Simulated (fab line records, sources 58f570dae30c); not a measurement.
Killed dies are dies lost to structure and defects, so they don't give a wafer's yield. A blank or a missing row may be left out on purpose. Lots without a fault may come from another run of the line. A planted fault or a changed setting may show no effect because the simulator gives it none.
2 desks, one fault -- flow berkeley-cmos170 -- what lay behind the numbers comes last; until then each desk has only its own

== AT THE TOOL OWNER'S DESK: krf-scanner-02 ==
The tool's own readings at UCB170_PLDD_EXPOSE_03 (exposes mask PSELECT, target cd 1200 nm): means of the sampled wafers that have a number, for each lot that ran on this tool. If a lot's mean is further than 4 standard deviations from the usual mean, the lot is out of limits and carries the mark OUT (the distance appears in the brackets).
Columns: A = exposure-dose-mJ-cm2 at UCB170_PLDD_EXPOSE_03, usual 29.98; B = focus-offset-nm at UCB170_PLDD_EXPOSE_03, usual 0.0 nm
lot,first seen here,A,B
L590,day 7 14:46,30.00,0.5
L595,day 8 09:38,30.00,-0.4
L593,day 8 11:01,29.95,-0.0
L596,day 9 11:16,29.99,-0.7
L602,day 10 02:25,30.00,0.3
L607,day 10 14:28,29.99,0.3
L608,day 11 05:02,29.97,-0.4
Finding of this desk: none of the 7 lots has anything out of limits.

== THE METROLOGY DESK ==
Means of the sampled wafers that have a number, per lot and without regard to the tool the lot ran on: this is what the gauges read. If a lot's mean is further than 4 standard deviations from the usual mean, the lot is out of limits and carries the mark OUT (the distance appears in the brackets).
Columns: A = PSD_TW at UCB170_PSD_TW_MEAS_10, usual 2341; B = NSD_RS at UCB170_SDANNEAL_RS_MEAS_03, usual 37.28 ohm/sq
lot,first seen here,A,B
L590,day 8 06:00,2328,37.19
L595,day 9 00:55,2330,37.23
L594,day 9 01:02,2348,37.35
L593,day 9 01:15,2339,37.25
L599,day 9 20:49,2334,37.28
L598,day 9 21:11,2324,37.25
L596,day 9 21:25,2349,37.32
L602,day 10 12:45,2344,37.30
L607,day 11 03:53,2333,37.26
L608,day 11 15:43,2348,37.41
L610,day 11 15:50,2350,37.34
L609,day 11 16:05,2337,37.20
L612,day 12 05:14,2344,37.23
L613,day 12 17:22,2340,37.23
Finding of this desk: none of the 14 lots has anything out of limits.

== ALL TOGETHER ==
The desk of the tool owner found nothing out of limits.
At the metrology desk, nothing out of limits was observed.

== WHAT WAS PUT IN BY THE SIMULATOR ==
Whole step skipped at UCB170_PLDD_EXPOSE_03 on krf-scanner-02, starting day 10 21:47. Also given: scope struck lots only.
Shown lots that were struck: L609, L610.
